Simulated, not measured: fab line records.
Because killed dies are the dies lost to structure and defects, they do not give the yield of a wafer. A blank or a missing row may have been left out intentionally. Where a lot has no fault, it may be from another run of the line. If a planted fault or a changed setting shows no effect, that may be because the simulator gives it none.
Which tool was responsible? || flow ritCmos || 14 lots with 42 wafers sampled at 3 steps, on a route of 202 steps

WHAT THE GAUGES READ, wafer by wafer
RIT_PLDD_TW_MEAS_10.
{"lot": "L225", "measured": "day 2 22:11", "on": "filmMetro-03", "PLDD_TW": "2382 2375 2383"}
{"lot": "L232", "measured": "day 4 09:33", "on": "filmMetro-03", "PLDD_TW": "2381 2371 2375"}
{"lot": "L233", "measured": "day 4 17:35", "on": "filmMetro-03", "PLDD_TW": "2377 2372 2380"}
{"lot": "L234", "measured": "day 4 18:49", "on": "filmMetro-02", "PLDD_TW": "2387 2381 2372"}
{"lot": "L235", "measured": "day 5 02:11", "on": "filmMetro-04", "PLDD_TW": "2402 2393 2406"}
{"lot": "L236", "measured": "day 5 08:49", "on": "filmMetro-02", "PLDD_TW": "2381 2390 2394"}
{"lot": "L237", "measured": "day 5 14:32", "on": "filmMetro-03", "PLDD_TW": "2370 2382 2380"}
{"lot": "L238", "measured": "day 5 17:20", "on": "filmMetro-03", "PLDD_TW": "2378 2381 2385"}
{"lot": "L239", "measured": "day 5 17:56", "on": "filmMetro-04", "PLDD_TW": "2402 2399 2409"}
{"lot": "L243", "measured": "day 6 17:29", "on": "filmMetro-04", "PLDD_TW": "2403 2403 2418"}
{"lot": "L244", "measured": "day 6 19:11", "on": "filmMetro-03", "PLDD_TW": "1923 1914 1909 1919 1906 1916"}
{"lot": "L245", "measured": "day 7 05:03", "on": "filmMetro-04", "PLDD_TW": "1921 1929 1921 1926 1918 1933"}
{"lot": "L247", "measured": "day 7 14:56", "on": "filmMetro-04", "PLDD_TW": "2395 2387 2401"}
{"lot": "L248", "measured": "day 7 18:52", "on": "filmMetro-02", "PLDD_TW": "2399 2383 2388"}

RIT_SDANNEAL_RS_MEAS_06: measures by four-point-probe.
{"lot": "L225", "measured": "day 3 05:08", "on": "filmMetro-03", "PLDD_RS (ohm/sq)": "178.7 178.8 178.7"}
{"lot": "L232", "measured": "day 4 15:45", "on": "filmMetro-04", "PLDD_RS (ohm/sq)": "179.8 179.3 179.2"}
{"lot": "L233", "measured": "day 4 23:54", "on": "filmMetro-04", "PLDD_RS (ohm/sq)": "178.5 178.5 178.8"}
{"lot": "L234", "measured": "day 5 01:17", "on": "filmMetro-04", "PLDD_RS (ohm/sq)": "179.1 179.3 179.8"}
{"lot": "L235", "measured": "day 5 08:37", "on": "filmMetro-03", "PLDD_RS (ohm/sq)": "178.6 178.2 178.3"}
{"lot": "L236", "measured": "day 5 16:49", "on": "filmMetro-02", "PLDD_RS (ohm/sq)": "178.6 178.6 178.4"}
{"lot": "L237", "measured": "day 5 20:46", "on": "filmMetro-02", "PLDD_RS (ohm/sq)": "178.8 178.5 178.5"}
{"lot": "L238", "measured": "day 5 23:25", "on": "filmMetro-03", "PLDD_RS (ohm/sq)": "178.6 178.7 178.7"}
{"lot": "L239", "measured": "day 6 01:05", "on": "filmMetro-03", "PLDD_RS (ohm/sq)": "179.0 178.5 178.5"}
{"lot": "L243", "measured": "day 6 23:35", "on": "filmMetro-04", "PLDD_RS (ohm/sq)": "178.2 178.8 178.4"}
{"lot": "L244", "measured": "day 7 06:47", "on": "filmMetro-03", "PLDD_RS (ohm/sq)": "302.5 302.5 302.3 302.7 303.3 302.4"}
{"lot": "L245", "measured": "day 7 15:08", "on": "filmMetro-03", "PLDD_RS (ohm/sq)": "303.8 300.2 303.0 305.0 300.8 302.7"}
{"lot": "L247", "measured": "day 7 21:11", "on": "filmMetro-02", "PLDD_RS (ohm/sq)": "177.7 179.0 178.5"}
{"lot": "L248", "measured": "day 8 01:11", "on": "filmMetro-03", "PLDD_RS (ohm/sq)": "179.2 179.2 179.3"}

WHICH TOOL RAN EACH LOT (tool, then ch and the chambers of the sampled wafers, then the start)
{"lot": "L225", "RIT_PLDD_IMPLANT_08": "implanter-01 ch 0, day 2 21:54"}
{"lot": "L232", "RIT_PLDD_IMPLANT_08": "implanter-04 ch 0, day 4 09:13"}
{"lot": "L233", "RIT_PLDD_IMPLANT_08": "implanter-02 ch 0, day 4 17:16"}
{"lot": "L234", "RIT_PLDD_IMPLANT_08": "implanter-01 ch 0, day 4 18:31"}
{"lot": "L235", "RIT_PLDD_IMPLANT_08": "implanter-02 ch 0, day 5 01:51"}
{"lot": "L236", "RIT_PLDD_IMPLANT_08": "implanter-01 ch 0, day 5 08:30"}
{"lot": "L237", "RIT_PLDD_IMPLANT_08": "implanter-02 ch 0, day 5 14:14"}
{"lot": "L238", "RIT_PLDD_IMPLANT_08": "implanter-01 ch 0, day 5 17:01"}
{"lot": "L239", "RIT_PLDD_IMPLANT_08": "implanter-02 ch 0, day 5 17:37"}
{"lot": "L243", "RIT_PLDD_IMPLANT_08": "implanter-04 ch 0, day 6 17:10"}
{"lot": "L244", "RIT_PLDD_IMPLANT_08": "implanter-02 ch 0, day 6 18:55"}
{"lot": "L245", "RIT_PLDD_IMPLANT_08": "implanter-02 ch 0, day 7 04:44"}
{"lot": "L247", "RIT_PLDD_IMPLANT_08": "implanter-01 ch 0, day 7 14:37"}
{"lot": "L248", "RIT_PLDD_IMPLANT_08": "implanter-04 ch 0, day 7 18:33"}
- RIT_PLDD_IMPLANT_08

AS READ BY THE TOOLS THEMSELVES (means over the sampled wafers that have a number; for cases with no such wafer, the mark the record gives instead)
RIT_PLDD_IMPLANT_08.
{"lot": "L225", "tool": "implanter-01", "doseIonsCm2": 9.014e+14, "endStationPressureTorr (Torr)": 7.4e-06, "faradayCurrentUA": 2841, "tiltDeg (degrees)": 7.014}
{"lot": "L232", "tool": "implanter-04", "doseIonsCm2": 8.995e+14, "endStationPressureTorr (Torr)": 7.2e-06, "faradayCurrentUA": 2756, "tiltDeg (degrees)": 7.039}
{"lot": "L233", "tool": "implanter-02", "doseIonsCm2": 8.994e+14, "endStationPressureTorr (Torr)": 7.4e-06, "faradayCurrentUA": 2819, "tiltDeg (degrees)": 6.980}
{"lot": "L234", "tool": "implanter-01", "doseIonsCm2": 8.996e+14, "endStationPressureTorr (Torr)": 7.2e-06, "faradayCurrentUA": 2841, "tiltDeg (degrees)": 7.014}
{"lot": "L235", "tool": "implanter-02", "doseIonsCm2": 8.993e+14, "endStationPressureTorr (Torr)": 7.2e-06, "faradayCurrentUA": 2813, "tiltDeg (degrees)": 7.027}
{"lot": "L236", "tool": "implanter-01", "doseIonsCm2": 9.015e+14, "endStationPressureTorr (Torr)": 7.4e-06, "faradayCurrentUA": 2829, "tiltDeg (degrees)": 6.997}
{"lot": "L237", "tool": "implanter-02", "doseIonsCm2": 9.015e+14, "endStationPressureTorr (Torr)": 7.2e-06, "faradayCurrentUA": 2852, "tiltDeg (degrees)": 6.976}
{"lot": "L238", "tool": "implanter-01", "doseIonsCm2": 9.004e+14, "endStationPressureTorr (Torr)": 7.1e-06, "faradayCurrentUA": 2806, "tiltDeg (degrees)": 7.000}
{"lot": "L239", "tool": "implanter-02", "doseIonsCm2": 9.010e+14, "endStationPressureTorr (Torr)": 6.8e-06, "faradayCurrentUA": 2786, "tiltDeg (degrees)": 7.008}
{"lot": "L243", "tool": "implanter-04", "doseIonsCm2": 9.011e+14, "endStationPressureTorr (Torr)": 7.7e-06, "faradayCurrentUA": 2841, "tiltDeg (degrees)": 7.011}
{"lot": "L244", "tool": "implanter-02", "doseIonsCm2": 4.065e+14, "endStationPressureTorr (Torr)": 5.8e-06, "faradayCurrentUA": 1276, "tiltDeg (degrees)": 7.012}
{"lot": "L245", "tool": "implanter-02", "doseIonsCm2": 4.073e+14, "endStationPressureTorr (Torr)": 6.2e-06, "faradayCurrentUA": 1272, "tiltDeg (degrees)": 7.005}
{"lot": "L247", "tool": "implanter-01", "doseIonsCm2": 9.001e+14, "endStationPressureTorr (Torr)": 7.3e-06, "faradayCurrentUA": 2858, "tiltDeg (degrees)": 7.007}
{"lot": "L248", "tool": "implanter-04", "doseIonsCm2": 8.995e+14, "endStationPressureTorr (Torr)": 7.2e-06, "faradayCurrentUA": 2867, "tiltDeg (degrees)": 7.012}

THE ANSWER, worked out from the rows above alone
Rule: the lots themselves supply what counts as usual. The widest of any qualifying gaps counts: lots, ordered by their means at a reading, are off when they make up no more than a third of the lots, leave a main group of 4 or more, and stand apart from it by 3 or more times the standard deviation of that group's means. A main group whose means are all the same, to the digits that the tables above print for the reading, isn't used. Also off: a lot with no number at a reading for which 4 or more lots have one. Where the step has rows for the other lots, those lots are counted as sound. First the gauges in route order, then the tools' own readings, where a lot's mean is used as printed above. The first step at which some lot is off is used, and at that step the reading that is off furthest; a lot without a number counts as furthest.
Off: L244, L245, at RIT_PLDD_TW_MEAS_10 (PLDD_TW). Main group: mean 2388, sd 11.
A tool fits if, at a process step before that reading, it ran every lot that is off, and no sound lot after the first of them. Not tried: the gauges at RIT_PLDD_TW_MEAS_10; whatever is off there is also off at RIT_PLDD_IMPLANT_08, on other tools, and gauge error can't account for it. One fits: RIT_PLDD_IMPLANT_08 on implanter-02. Its last sound lot is L239 (day 5 17:37), its first lot that is off L244 (day 6 18:55): a fault that began between those two fits.
The tool's own readings at RIT_PLDD_IMPLANT_08 bear it out: on the lots that are off they differ by more than 5 times the standard deviation of the sound lots' means. doseIonsCm2 reads 4.069e+14 there against 9.004e+14 on the sound lots; endStationPressureTorr reads 6.0e-06 Torr there against 7.3e-06 Torr on the sound lots; faradayCurrentUA reads 1274 there against 2826 on the sound lots.

WHAT WAS PUT IN BY THE SIMULATOR
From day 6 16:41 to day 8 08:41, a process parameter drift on implanter-02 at RIT_PLDD_IMPLANT_08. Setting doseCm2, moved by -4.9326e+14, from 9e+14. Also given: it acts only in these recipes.
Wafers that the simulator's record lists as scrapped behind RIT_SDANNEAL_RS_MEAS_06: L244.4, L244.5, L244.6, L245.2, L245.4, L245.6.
Shown lots that were struck: L244, L245. The rule above reached the same finding.
